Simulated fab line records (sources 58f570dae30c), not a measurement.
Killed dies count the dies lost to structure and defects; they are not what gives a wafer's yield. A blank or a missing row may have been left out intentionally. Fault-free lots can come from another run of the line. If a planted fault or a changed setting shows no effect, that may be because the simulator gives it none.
Lot-split experiment || flow berkeleyCmos170 || 5 lots, 27 wafers read, on a route of 331 steps

THE SPLIT
At UCB170_START_OXIDATION_02 (target thk 20 nm, ox time 1800 s), the setting oxTimeS was moved away from the recipe's 1800 s on 18 of the 27 wafers read, by -41.2% to +50.7%. This setting was run at the recipe's value on the other wafers.

Split to reading: the file shows no intervening step.

THE READING
START_OXIDE_THK, in nm, at UCB170_START_THK_MEAS_03. Typical for fault-free wafers on this fab line: 20.0 nm, with standard deviation 0.33 nm.

{"wafer": "L078.1", "tool, chamber at the split": "-, -", "oxTimeS as run, s": 1800, "against the recipe": "recipe", "START_OXIDE_THK, nm": 19.8, "against lot-mates on the recipe": "-"}
{"wafer": "L078.2", "tool, chamber at the split": "-, -", "oxTimeS as run, s": 1800, "against the recipe": "recipe", "START_OXIDE_THK, nm": 20.3, "against lot-mates on the recipe": "-"}
{"wafer": "L078.3", "tool, chamber at the split": "-, -", "oxTimeS as run, s": 1800, "against the recipe": "recipe", "START_OXIDE_THK, nm": 20.0, "against lot-mates on the recipe": "-"}
{"wafer": "L078.4", "tool, chamber at the split": "-, -", "oxTimeS as run, s": 1800, "against the recipe": "recipe", "START_OXIDE_THK, nm": 19.8, "against lot-mates on the recipe": "-"}
{"wafer": "L078.5", "tool, chamber at the split": "-, -", "oxTimeS as run, s": 1800, "against the recipe": "recipe", "START_OXIDE_THK, nm": 20.1, "against lot-mates on the recipe": "-"}
{"wafer": "L078.6", "tool, chamber at the split": "-, -", "oxTimeS as run, s": 1800, "against the recipe": "recipe", "START_OXIDE_THK, nm": 19.6, "against lot-mates on the recipe": "-"}
{"wafer": "L077.2", "tool, chamber at the split": "furnace-01, 0", "oxTimeS as run, s": 1800, "against the recipe": "recipe", "START_OXIDE_THK, nm": 20.0, "against lot-mates on the recipe": "-"}
{"wafer": "L077.3", "tool, chamber at the split": "furnace-01, 0", "oxTimeS as run, s": 1800, "against the recipe": "recipe", "START_OXIDE_THK, nm": 20.3, "against lot-mates on the recipe": "-"}
{"wafer": "L077.6", "tool, chamber at the split": "furnace-01, 0", "oxTimeS as run, s": 1800, "against the recipe": "recipe", "START_OXIDE_THK, nm": 20.4, "against lot-mates on the recipe": "-"}
{"wafer": "L079.1", "tool, chamber at the split": "-, -", "oxTimeS as run, s": 2713, "against the recipe": "+50.7%", "START_OXIDE_THK, nm": 25.9, "against lot-mates on the recipe": "no lot-mate on the recipe"}
{"wafer": "L079.2", "tool, chamber at the split": "-, -", "oxTimeS as run, s": 2713, "against the recipe": "+50.7%", "START_OXIDE_THK, nm": 25.7, "against lot-mates on the recipe": "no lot-mate on the recipe"}
{"wafer": "L079.3", "tool, chamber at the split": "-, -", "oxTimeS as run, s": 2713, "against the recipe": "+50.7%", "START_OXIDE_THK, nm": 25.8, "against lot-mates on the recipe": "no lot-mate on the recipe"}
{"wafer": "L079.4", "tool, chamber at the split": "-, -", "oxTimeS as run, s": 2713, "against the recipe": "+50.7%", "START_OXIDE_THK, nm": 25.8, "against lot-mates on the recipe": "no lot-mate on the recipe"}
{"wafer": "L079.5", "tool, chamber at the split": "-, -", "oxTimeS as run, s": 2713, "against the recipe": "+50.7%", "START_OXIDE_THK, nm": 25.9, "against lot-mates on the recipe": "no lot-mate on the recipe"}
{"wafer": "L079.6", "tool, chamber at the split": "-, -", "oxTimeS as run, s": 2713, "against the recipe": "+50.7%", "START_OXIDE_THK, nm": 26.0, "against lot-mates on the recipe": "no lot-mate on the recipe"}
{"wafer": "L083.1", "tool, chamber at the split": "-, -", "oxTimeS as run, s": 1059, "against the recipe": "-41.2%", "START_OXIDE_THK, nm": 14.1, "against lot-mates on the recipe": "no lot-mate on the recipe"}
{"wafer": "L083.2", "tool, chamber at the split": "-, -", "oxTimeS as run, s": 1059, "against the recipe": "-41.2%", "START_OXIDE_THK, nm": 14.1, "against lot-mates on the recipe": "no lot-mate on the recipe"}
{"wafer": "L083.3", "tool, chamber at the split": "-, -", "oxTimeS as run, s": 1059, "against the recipe": "-41.2%", "START_OXIDE_THK, nm": 13.7, "against lot-mates on the recipe": "no lot-mate on the recipe"}
{"wafer": "L083.4", "tool, chamber at the split": "-, -", "oxTimeS as run, s": 1059, "against the recipe": "-41.2%", "START_OXIDE_THK, nm": 13.9, "against lot-mates on the recipe": "no lot-mate on the recipe"}
{"wafer": "L083.5", "tool, chamber at the split": "-, -", "oxTimeS as run, s": 1059, "against the recipe": "-41.2%", "START_OXIDE_THK, nm": 14.0, "against lot-mates on the recipe": "no lot-mate on the recipe"}
{"wafer": "L083.6", "tool, chamber at the split": "-, -", "oxTimeS as run, s": 1059, "against the recipe": "-41.2%", "START_OXIDE_THK, nm": 14.0, "against lot-mates on the recipe": "no lot-mate on the recipe"}
{"wafer": "L084.1", "tool, chamber at the split": "-, -", "oxTimeS as run, s": 1082, "against the recipe": "-39.9%", "START_OXIDE_THK, nm": 14.5, "against lot-mates on the recipe": "no lot-mate on the recipe"}
{"wafer": "L084.2", "tool, chamber at the split": "-, -", "oxTimeS as run, s": 1082, "against the recipe": "-39.9%", "START_OXIDE_THK, nm": 14.7, "against lot-mates on the recipe": "no lot-mate on the recipe"}
{"wafer": "L084.3", "tool, chamber at the split": "-, -", "oxTimeS as run, s": 1082, "against the recipe": "-39.9%", "START_OXIDE_THK, nm": 14.6, "against lot-mates on the recipe": "no lot-mate on the recipe"}
{"wafer": "L084.4", "tool, chamber at the split": "-, -", "oxTimeS as run, s": 1082, "against the recipe": "-39.9%", "START_OXIDE_THK, nm": 14.7, "against lot-mates on the recipe": "no lot-mate on the recipe"}
{"wafer": "L084.5", "tool, chamber at the split": "-, -", "oxTimeS as run, s": 1082, "against the recipe": "-39.9%", "START_OXIDE_THK, nm": 14.6, "against lot-mates on the recipe": "no lot-mate on the recipe"}
{"wafer": "L084.6", "tool, chamber at the split": "-, -", "oxTimeS as run, s": 1082, "against the recipe": "-39.9%", "START_OXIDE_THK, nm": 14.7, "against lot-mates on the recipe": "no lot-mate on the recipe"}

THE FIT
A straight line over all 27 wafers: START_OXIDE_THK changes by +0.128 nm for each +1% of oxTimeS; r = +1.00; the points scatter about the line by 0.38 nm.
Too few moved wafers with a lot-mate on the recipe to fit a line net of each lot's own level.

THE WHOLE CHAIN: every reading that the file lists as answering this split, in the file's order
{"step": "UCB170_START_OXIDATION_02", "what it does": "target thk 20 nm, ox time 1800 s", "reading": "SiO2_of_START_OXIDATION_02.thkNm (the simulator's own value, which no gauge read)", "change (the file's fit)": "+0.128 nm for each +1% of the setting", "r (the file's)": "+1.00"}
{"step": "UCB170_START_THK_MEAS_03", "what it does": "", "reading": "START_OXIDE_THK", "change (the file's fit)": "+0.128 for each +1% of the setting", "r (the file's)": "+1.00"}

THE FILE'S OWN FIT
START_OXIDE_THK changes by +0.128 nm for each +1% of oxTimeS, r = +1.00.
